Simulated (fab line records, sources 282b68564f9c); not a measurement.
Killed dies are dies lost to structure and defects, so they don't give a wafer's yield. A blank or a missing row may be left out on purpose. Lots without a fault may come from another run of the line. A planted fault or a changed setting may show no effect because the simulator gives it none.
fab line records | flow rit_cmos
record lots=7 wafers=21 last_day=7
route steps=202 shown GATE@77 FOX2@80
lots that met no fault: from a run of the same line without faults
start_h: hours from the record's first day to the start of the lot's first wafer shown | wait_h: hours since the lot's step before | " the same as in the row above | L1.1+2: a row that stands for several wafers | - no value, or no start given | * or withheld: withheld | < > ~ a bound
route shown NAME@n: a module of which the file shows steps, and the number in the route of the first | usual: mean/standard deviation of fault-free wafers | same: alike in all rows | chamber/n: place in a boat | sites: the reading at each site | _std_site: their standard deviation | _edge_site: outer sites' mean less inner sites' | radius_mm: how far each site lies from the wafer's centre | mask NAME#n: copy n | behind: the tool/chamber that last shaped the wafer | hold: why the lot was held/for how many hours/how that ended | device: the transistor (n, p or np) that didn't switch | end of line: the same wafers' tests at the end of the route | a step without rows: its recipe alone | killed: dies lost to structure and defects at the first sort, not the wafer's yield | map: a wafer's dies, x killed, . not, _ none there
set.NAME: the setting as run; set.NAME@STEP: as run at that earlier step | model.NAME: the simulator's own value behind a step, which no gauge read
lots at some steps of the route; a table a step, a row a wafer
services: from which hour (start_h, from the record's first day; less than 0 if before it) a tool's chamber was out of use, for how many hours, and why
## steps
# step RIT_GATE_CLEAN_02
# recipe chemistry=dHF dilution=50:1 time_s=30
# step RIT_GATE_CLEAN_03
# recipe chemistry=SC2 mix=3:3:50 time_s=600 temp_c=75 dry=n2_spin
# step RIT_GATE_CLEAN_04
# recipe chemistry=dHF dilution=50:1 time_s=60 dry=n2_spin
# step RIT_FOX2_THK_MEAS_91
# recipe reads=SiO2_of_FOX2_OXIDATION_00
# usual FIELD_OXIDE_LEFT_2_THK=254/6.1
# columns lot.wafer tool chamber start_h wait_h FIELD_OXIDE_LEFT_2_THK[nm]
L351.2 film_metro-03 - 42.65 0.0 247
L351.4 " - " " 246
L351.5 " - " " 239
L353.1 film_metro-02 - 52.73 0.0 253
L353.2 " - " " 258
L353.5 " - " " 256
L359.2 film_metro-03 - 82.79 0.0 256
L359.3 " - " " 258
L359.4 " - " " 260
L361.1 film_metro-02 - 93.29 0.0 253
L361.3 " - " " 252
L361.6 " - " " 253
L369.2 film_metro-02 - 133.10 0.0 249
L369.3 " - " " 250
L369.4 " - " " 252
L370.2 film_metro-02 - 136.91 0.0 255
L370.3 " - " " 255
L370.6 " - " " 259
L371.2 film_metro-01 - 142.67 0.0 253
L371.3 " - " " 262
L371.6 " - " " 253
# step RIT_GATE_OXIDATION_05
# recipe temp_c=900 ambient=O2 target_thk_a=30 ox_time_s=270
# step RIT_GATE_ANNEAL_06
# recipe temp_c=900 time_s=600 ambient=N2O
# step RIT_GATE_THK_MEAS_07
# recipe reads=SiO2_of_GATE_OXIDATION_05
# usual GATE_OXIDE_THK=3.00/0.069
# columns lot.wafer tool chamber start_h wait_h GATE_OXIDE_THK[nm]
L351.2 film_metro-03 - 44.04 0.0 2.98
L351.4 " - " " 3.03
L351.5 " - " " 2.96
L353.1 film_metro-01 - 54.12 0.0 3.03
L353.2 " - " " 3.01
L353.5 " - " " 3.01
L359.2 film_metro-02 - 84.17 0.0 2.90
L359.3 " - " " 2.89
L359.4 " - " " 2.94
L361.1 film_metro-02 - 94.67 0.0 2.97
L361.3 " - " " 2.97
L361.6 " - " " 3.00
L369.2 film_metro-02 - 134.49 0.0 2.96
L369.3 " - " " 2.92
L369.4 " - " " 2.95
L370.2 film_metro-01 - 138.52 0.0 2.96
L370.3 " - " " 3.06
L370.6 " - " " 3.01
L371.2 film_metro-01 - 144.05 0.0 2.91
L371.3 " - " " 2.89
L371.6 " - " " 2.90
# step RIT_GATE_CVD_08
# recipe material=poly-Si target_thk_nm=250 temp_c=610 precursor=SiH4 time_s=2220 pressure_mtorr=300 sih4_flow_sccm=100
# step RIT_GATE_THK_MEAS_09
# recipe reads=poly-Si_of_GATE_CVD_08
# usual GATE_POLY_THK=250.2/2
# columns lot.wafer tool chamber start_h wait_h GATE_POLY_THK[nm]
L351.2 film_metro-02 - 45.71 0.0 248.6
L351.4 " - " " 250.2
L351.5 " - " " 251.2
L353.1 film_metro-01 - 56.78 0.0 251.4
L353.2 " - " " 251.7
L353.5 " - " " 252.0
L359.2 film_metro-02 - 85.85 0.0 253.1
L359.3 " - " " 250.3
L359.4 " - " " 252.9
L361.1 film_metro-01 - 96.35 0.0 248.5
L361.3 " - " " 249.3
L361.6 " - " " 249.9
L369.2 film_metro-02 - 136.16 0.0 254.2
L369.3 " - " " 252.5
L369.4 " - " " 253.2
L370.2 film_metro-02 - 140.20 0.0 245.1
L370.3 " - " " 247.1
L370.6 " - " " 246.4
L371.2 film_metro-02 - 145.73 0.0 252.7
L371.3 " - " " 251.5
L371.6 " - " " 250.3
# step RIT_GATE_HMDS_10
# recipe prime_time_s=60 prime_temp_c=140
# step RIT_GATE_COAT_11
# recipe resist=NOVOLAK spin_rpm=4250 resist_thk_nm=850
# step RIT_GATE_SOFTBAKE_12
# recipe resist=NOVOLAK temp_c=90 time_s=60
# step RIT_GATE_EXPOSE_13
# recipe mask_id=M6 na=0.6 source_shape=conventional sigma_outer=0.6 target_cd_nm=150 dose_mj=380
# usual exposure_dose_mJ_cm2=380.0/0.42 reticle_temp_C=23.00/0.089
# same na=0.6
# columns lot.wafer tool chamber start_h wait_h mask exposure_dose_mJ_cm2 reticle_temp_C
L351.2 iline_stepper-02 0 46.23 0.1 M6#0 379.3 23.02
L351.4 " 0 " " M6#0 379.0 23.02
L351.5 " 0 " " M6#0 379.5 23.02
L353.1 iline_stepper-01 0 57.66 0.2 M6#0 379.2 23.04
L353.2 " 0 " " M6#0 379.4 23.10
L353.5 " 0 " " M6#0 379.7 22.90
L359.2 iline_stepper-02 0 86.37 0.1 M6#0 379.2 23.08
L359.3 " 0 " " M6#0 379.3 23.01
L359.4 " 0 " " M6#0 379.6 23.08
L361.1 iline_stepper-02 0 96.99 0.2 M6#0 379.9 22.98
L361.3 " 0 " " M6#0 379.9 22.89
L361.6 " 0 " " M6#0 380.3 23.02
L369.2 iline_stepper-02 0 136.81 0.2 M6#0 342.6 23.01
L369.3 " 0 " " M6#0 342.9 22.83
L369.4 " 0 " " M6#0 342.8 22.82
L370.2 iline_stepper-02 0 140.72 0.1 M6#0 351.2 23.04
L370.3 " 0 " " M6#0 349.8 23.08
L370.6 " 0 " " M6#0 349.9 22.89
L371.2 iline_stepper-02 0 146.27 0.1 M6#0 355.6 23.12
L371.3 " 0 " " M6#0 356.2 22.94
L371.6 " 0 " " M6#0 355.7 22.99
# step RIT_GATE_PEB_14
# recipe resist=NOVOLAK temp_c=withheld time_s=withheld
# step RIT_GATE_DEVELOP_15
# recipe resist=NOVOLAK develop_time_s=50 dev_temp_c=23
# step RIT_GATE_CD_MEAS_16
# recipe target_cd_nm=150
# usual cd_nm=150.9/2.5
# columns lot.wafer tool chamber start_h wait_h cd_nm
L351.2 cd_sem-01 - 46.63 - 148.6
L351.4 " - " " 150.0
L351.5 " - " " 153.1
L353.1 cd_sem-01 - 58.06 - 155.3
L353.2 " - " " 154.2
L353.5 " - " " 153.7
L359.2 cd_sem-01 - 86.85 - 148.4
L359.3 " - " " 146.8
L359.4 " - " " 147.9
L361.1 cd_sem-02 - 97.39 - 149.6
L361.3 " - " " 151.1
L361.6 " - " " 148.8
L369.2 cd_sem-01 - 137.21 - 202.4
L369.3 " - " " 203.4
L369.4 " - " " 202.1
L370.2 cd_sem-01 - 141.12 - 191.7
L370.3 " - " " 192.4
L370.6 " - " " 194.8
L371.2 cd_sem-01 - 146.67 - 183.8
L371.3 " - " " 183.0
L371.6 " - " " 185.3
# step RIT_GATE_OVL_MEAS_17
# usual GATE_OVL=0.1/1.8
# columns lot.wafer tool chamber start_h wait_h GATE_OVL[nm]
L351.2 overlay-01 - 46.74 0.1 -1.1
L351.4 " - " " -0.3
L351.5 " - " " -0.9
L353.1 overlay-01 - 58.18 0.1 3.1
L353.2 " - " " 3.5
L353.5 " - " " 1.6
L359.2 overlay-02 - 86.96 0.1 -1.7
L359.3 " - " " 0.4
L359.4 " - " " -1.3
L361.1 overlay-01 - 97.51 0.1 0.3
L361.3 " - " " 0.5
L361.6 " - " " 1.7
L369.2 overlay-01 - 137.32 0.1 -1.2
L369.3 " - " " -0.4
L369.4 " - " " -0.5
L370.2 overlay-02 - 141.23 0.1 0.3
L370.3 " - " " 0.5
L370.6 " - " " 1.9
L371.2 overlay-02 - 146.77 0.1 1.8
L371.3 " - " " 1.5
L371.6 " - " " 0.1
# step RIT_GATE_HARDBAKE_18
# recipe resist=NOVOLAK temp_c=140 time_s=60
# step RIT_GATE_ETCH_19
# recipe chemistry=SF6/CHF3/O2 time_s=165 SF6_flow_sccm=30 CHF3_flow_sccm=30 O2_flow_sccm=5 target=poly-Si pressure_mtorr=40 rf_w=160 target_depth_a=3125 over_etch_frac=0.25 stop_on=SiO2
# usual drypump_motor_current_A=5.41/0.29 oes_product_au=0.854/0.012 throttle_valve_pct=10.25/0.089
# columns lot.wafer tool chamber start_h wait_h drypump_motor_current_A oes_product_au rf_hours_counter_h throttle_valve_pct model.GATE.cd_nm
L351.2 rie_si-02 2 46.92 0.1 5.68 0.859 65 10.34 149
L351.4 " 1 " " 5.34 0.848 - 10.20 149.8
L351.5 " 3 " " 5.58 0.841 - 10.14 153
L353.1 rie_si-02 3 58.36 0.1 5.57 0.833 154 10.16 155.4
L353.2 " 2 " " 5.63 0.868 65 10.35 154.3
L353.5 " 1 " " 5.34 0.861 - 10.20 153.8
L359.2 rie_si-02 1 87.23 0.1 5.33 0.853 3 10.20 148.7
L359.3 " 3 " " 5.57 0.839 154 10.14 147.2
L359.4 " 2 " " 5.64 0.884 65 10.35 148
L361.1 rie_si-02 2 97.69 0.1 5.63 0.865 65 10.37 149.5
L361.3 " 1 " " 5.33 0.852 3 10.22 -
L361.6 " 1 " " 5.35 0.847 - 10.21 149
L369.2 rie_si-02 0 137.50 0.1 5.89 0.859 15 10.18 202.7
L369.3 " 3 " " 5.58 0.882 0 10.14 203.4
L369.4 " 1 " " 5.33 0.857 3 10.22 202
L370.2 rie_si-01 2 141.41 0.1 5.37 0.850 25 10.18 191.4
L370.3 " 3 " " 5.24 0.838 72 10.28 192.8
L370.6 " 1 " " 5.47 0.846 - 10.40 195
L371.2 rie_si-02 0 146.95 0.1 5.83 0.851 15 10.19 183.7
L371.3 " 1 " " 5.34 0.854 3 10.20 182.7
L371.6 " 1 " " 5.34 0.853 - 10.21 184.8
# step RIT_GATE_STRIP_20
# recipe chemistry=O2 time_s=180 resist=NOVOLAK platen_temp_c=withheld power_w=500 pressure_mtorr=4000 o2_flow_sccm=4000
# usual drypump_motor_current_A=5.69/0.27 rf_refl_power_W=6.3/1.3
# columns lot.wafer tool chamber start_h wait_h drypump_motor_current_A rf_hours_counter_h rf_refl_power_W
L351.2 plasma_asher-03 1 47.03 0.1 5.96 38 5.8
L351.4 " 1 " " 5.97 - 5.9
L351.5 " 1 " " 5.94 - 5.6
L353.1 plasma_asher-02 0 58.47 0.1 5.29 28 5.9
L353.2 " 1 " " 5.88 28 5.6
L353.5 " 0 " " 5.29 - 5.8
L359.2 plasma_asher-03 0 87.34 0.1 5.43 42 6.4
L359.3 " 1 " " 5.96 - 5.7
L359.4 " 0 " " 5.44 - 6.2
L361.1 plasma_asher-03 1 97.80 0.1 5.94 43 5.7
L361.3 " 0 " " 5.42 - 6.1
L361.6 " 0 " " 5.43 - 6.1
L369.2 plasma_asher-02 0 137.60 0.1 5.30 38 5.8
L369.3 " 0 " " 5.31 - 5.8
L369.4 " 1 " " 5.91 - 5.9
L370.2 plasma_asher-03 1 141.51 0.1 5.94 49 5.4
L370.3 " 0 " " 5.44 - 6.5
L370.6 " 1 " " 5.92 - 5.5
L371.2 plasma_asher-04 0 147.06 0.1 5.98 3 6.2
L371.3 " 1 " " 5.66 - 9.7
L371.6 " 1 " " 5.66 - 9.6
## services
# columns tool chamber start_h hours kind
iline_stepper-02 - 23.13 8.0 repair
iline_stepper-01 - 31.18 2.1 pm
rie_si-02 0 32.10 32.8 repair
iline_stepper-01 - 33.26 - consumable_replace:lamp
iline_stepper-02 - 35.11 1.7 pm
rie_si-01 0 43.93 6.8 repair
iline_stepper-02 - 55.50 4.3 pm
rie_si-02 1 65.82 4.9 repair
iline_stepper-01 - 65.97 1.7 pm
rie_si-01 2 86.25 22.7 repair
rie_si-02 3 94.46 - clean
rie_si-02 3 94.46 22.3 scheduled_down
rie_si-02 3 94.46 22.3 vent_cycle
plasma_asher-04 - 108.75 9.0 pm
plasma_asher-04 0 108.75 9.0 vent_cycle
plasma_asher-04 1 108.75 9.0 vent_cycle
plasma_asher-04 0 117.75 - clean
plasma_asher-04 1 117.75 - clean
## key
first_sign step=RIT_GATE_EXPOSE_13 reading=exposure_dose_mJ_cm2 direction=down sigmas=73 usual=380.0 struck=349.6
effect step=RIT_GATE_CD_MEAS_16 reading=cd_nm direction=up sigmas=17 usual=150.9 struck=193.2 through=control_loop
model_effect step=RIT_GATE_ETCH_19 value=GATE.cd_nm without=149.7 struck=193.2
met_at RIT_GATE_EXPOSE_13
struck_wafers L369.2,L369.3,L369.4,L370.2,L370.3,L370.6,L371.2,L371.3,L371.6
later_rows_left_out L369.2,L369.3,L369.4,L370.2,L370.3,L370.6,L371.2,L371.3,L371.6
sort_left_out L369.2,L369.3,L369.4,L370.2,L370.3,L370.6,L371.2,L371.3,L371.6
tester_left_out L369,L370,L371
loop_trim step=RIT_GATE_EXPOSE_13 setting=dose lots=L370,L371
onset_between 96.99 136.81
fault kind=process_parameter_drift tool=iline_stepper-02 chamber=- onset_h=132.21 steps=RIT_GATE_EXPOSE_13 channel=dose_mj offset=-37.684 shape=step acts_in=these_recipes_only stated=380
# tester_left_out: of these lots the tester's yield and bins aren't shown, on N5 and GAA mostly nor the transistor test; their killed dies are dies lost to structure and defects alone, not to doping, threshold or leakage, so they don't give the yield
# sort_left_out: the simulated sort isn't trusted on such a fault, so these wafers' sort isn't shown, and their yield isn't known
# later_rows_left_out: the simulator's readings of these wafers behind a module that went badly wrong aren't trusted and aren't shown, but for the sort
# loop_trim: a control loop set the setting to another value than it would have without faults
